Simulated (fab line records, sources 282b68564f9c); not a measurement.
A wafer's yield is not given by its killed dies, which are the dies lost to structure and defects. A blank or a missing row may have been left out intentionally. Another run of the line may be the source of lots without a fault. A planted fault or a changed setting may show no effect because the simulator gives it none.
Split-lot trial -- flow ritCmos -- 23 wafers read from 5 lots, route of 202 steps

ON THE SPLIT
At RIT_SILICIDE_SPUTTER_01 (material Ti, target thk 30 nm, time 240 s), the setting powerW was moved away from the recipe's 350 W on 9 of the 23 wafers read, by -11.6% to +8.0%. The other wafers ran this setting at the recipe's value.

FROM SPLIT TO READING: 1 step shown by the file between the two
- RIT_SILICIDE_RS_MEAS_02: measures by four-point-probe

THE READING
SILICIDE_TI_THK, in nm, at RIT_SILICIDE_THK_MEAS_03 (measures by xrf). Fault-free wafers of this fab line usually give 30.2 nm, standard deviation 0.35 nm.

wafer,"tool, chamber at the split","powerW as run, W",against the recipe,"SILICIDE_TI_THK, nm",against lot-mates on the recipe
L077.1,"pvdSputter-02, -",378,+8.0%,32.1,+2.5
L077.2,"pvdSputter-02, -",378,+8.0%,32.4,+2.8
L077.3,"pvdSputter-02, -",378,+8.0%,32.0,+2.4
L077.5,"pvdSputter-02, -",350,recipe,29.6,-
L077.6,"pvdSputter-02, -",350,recipe,29.7,-
L078.1,"pvdSputter-01, -",350,recipe,30.7,-
L078.2,"pvdSputter-01, -",350,recipe,30.9,-
L078.3,"pvdSputter-01, -",338.2,-3.4%,29.5,-1.2
L078.4,"pvdSputter-01, -",350,recipe,30.5,-
L078.5,"pvdSputter-01, -",338.2,-3.4%,29.6,-1.1
L079.1,"pvdSputter-02, -",350,recipe,30.2,-
L079.2,"pvdSputter-02, -",350,recipe,30.2,-
L079.3,"pvdSputter-02, -",309.4,-11.6%,26.6,-3.5
L079.4,"pvdSputter-02, -",309.4,-11.6%,27.1,-3.0
L079.5,"pvdSputter-02, -",350,recipe,30.0,-
L082.2,"pvdSputter-01, -",350,recipe,30.3,-
L082.3,"pvdSputter-01, -",373.4,+6.7%,32.7,+2.1
L082.4,"pvdSputter-01, -",350,recipe,30.7,-
L082.5,"pvdSputter-01, -",350,recipe,30.7,-
L082.6,"pvdSputter-01, -",373.4,+6.7%,32.4,+1.8
L084.1,"pvdSputter-01, -",350,recipe,30.0,-
L084.3,"pvdSputter-01, -",350,recipe,30.5,-
L084.5,"pvdSputter-01, -",350,recipe,30.3,-

FIT RESULTS
A straight line over all 23 wafers: SILICIDE_TI_THK changes by +0.279 nm for each +1% of powerW; r = +0.97; the points scatter about the line by 0.38 nm.
The same after taking each lot's own level away (the mean of its wafers on the recipe; 23 wafers): +0.298 nm for each +1%; r = +0.99; scatter 0.19 nm.
Per that fit: largest powerW move, reading shift of 3.5 nm.
The lots' own levels span 29.65 to 30.70 nm, that is 3.0 times the standard deviation above.
The two slopes are in agreement: the lot-to-lot level therefore moves the slope only a little.
Check: for one of the wafers moved furthest among these (-11.6%), held out of the fit, the line's prediction against its lot-mates is -3.39 nm. It came out at -3.53 nm against them.

OTHER SPLITS APPLIED TO THESE WAFERS
Note: prior to the reading, these wafers also went through further splits. Each is held against what the fit with the lots' levels taken away leaves over:
other split on the same wafers,wafers away from the commonest value,r with SILICIDE_TI_THK (lot level and that fit taken away)
RIT_SPACER_CVD_03 timeS,15,+0.16

THE WHOLE CHAIN: every reading that the file lists as answering this split, in the file's order
step,what it does,reading,change (the file's fit),r (the file's)
RIT_SILICIDE_SPUTTER_01,"material Ti, target thk 30 nm, time 240 s","Ti_of_SILICIDE_SPUTTER_01.thkNm (the simulator's own value, which no gauge read)",+0.296 nm for each +1% of the setting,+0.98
RIT_SILICIDE_RS_MEAS_02,measures by four-point-probe,SILICIDE_TI_RS,-0.612 for each +1% of the setting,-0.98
RIT_SILICIDE_THK_MEAS_03,measures by xrf,SILICIDE_TI_THK,+0.295 for each +1% of the setting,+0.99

FILE'S OWN FIT
SILICIDE_TI_THK changes by +0.295 nm for each +1% of powerW, r = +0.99.
